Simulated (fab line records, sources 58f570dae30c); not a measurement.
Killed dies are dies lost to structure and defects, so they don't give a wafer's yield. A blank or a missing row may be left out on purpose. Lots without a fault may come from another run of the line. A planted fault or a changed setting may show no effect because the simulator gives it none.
Which tool did it? | flow berkeley_cmos170 | 7 lots, 20 wafers sampled, at 2 steps of a route of 331

WHAT THE GAUGES READ, wafer by wafer
UCB170_M3_THK_MEAS_03: measures by xrf.
lot  | measured     | on            | M3_AL_THK (nm)
L782 | day 9 15:41  | film_metro-03 | 912 909 914
L783 | day 10 04:14 | film_metro-01 | 921 911 920
L786 | day 10 15:53 | film_metro-03 | 907 916 920
L788 | day 11 06:59 | film_metro-01 | 900 890 901
L793 | day 12 01:41 | film_metro-02 | 898 921 913
L796 | day 12 14:05 | film_metro-01 | 909 889 900
L800 | day 13 06:12 | film_metro-01 | 903 913

WHICH TOOL RAN EACH LOT (tool, then ch and the chambers of the sampled wafers, then the start)
lot  | UCB170_SILICIDE_SPUTTER_01
L782 | pvd_sputter-01, day 8 20:28
L783 | pvd_sputter-04, day 9 09:44
L786 | pvd_sputter-01, day 9 20:50
L788 | pvd_sputter-02, day 10 12:39
L793 | pvd_sputter-01, day 11 04:07
L796 | pvd_sputter-02, day 11 17:11
L800 | pvd_sputter-02, day 12 10:24
- UCB170_SILICIDE_SPUTTER_01: material Ti, target thk 30 nm, time 25 s.

THE ANSWER, worked out from the rows above alone
Rule: what is usual is taken from the lots themselves. Put in order of their means at a reading, lots are off if they are a third of the lots or fewer, leave a main group of 4 or more, and stand apart from it by a gap of 3 or more times the standard deviation of the main group's means; of several such gaps the widest counts. A main group whose means are all the same, to the digits that the tables above print for the reading, isn't used. A lot without any number at a reading at which 4 lots or more have one is off too. The other lots that the step has rows for count as sound.
No lot is off at any reading shown: from this, nothing can be told.

WHAT THE SIMULATOR HAD PUT IN
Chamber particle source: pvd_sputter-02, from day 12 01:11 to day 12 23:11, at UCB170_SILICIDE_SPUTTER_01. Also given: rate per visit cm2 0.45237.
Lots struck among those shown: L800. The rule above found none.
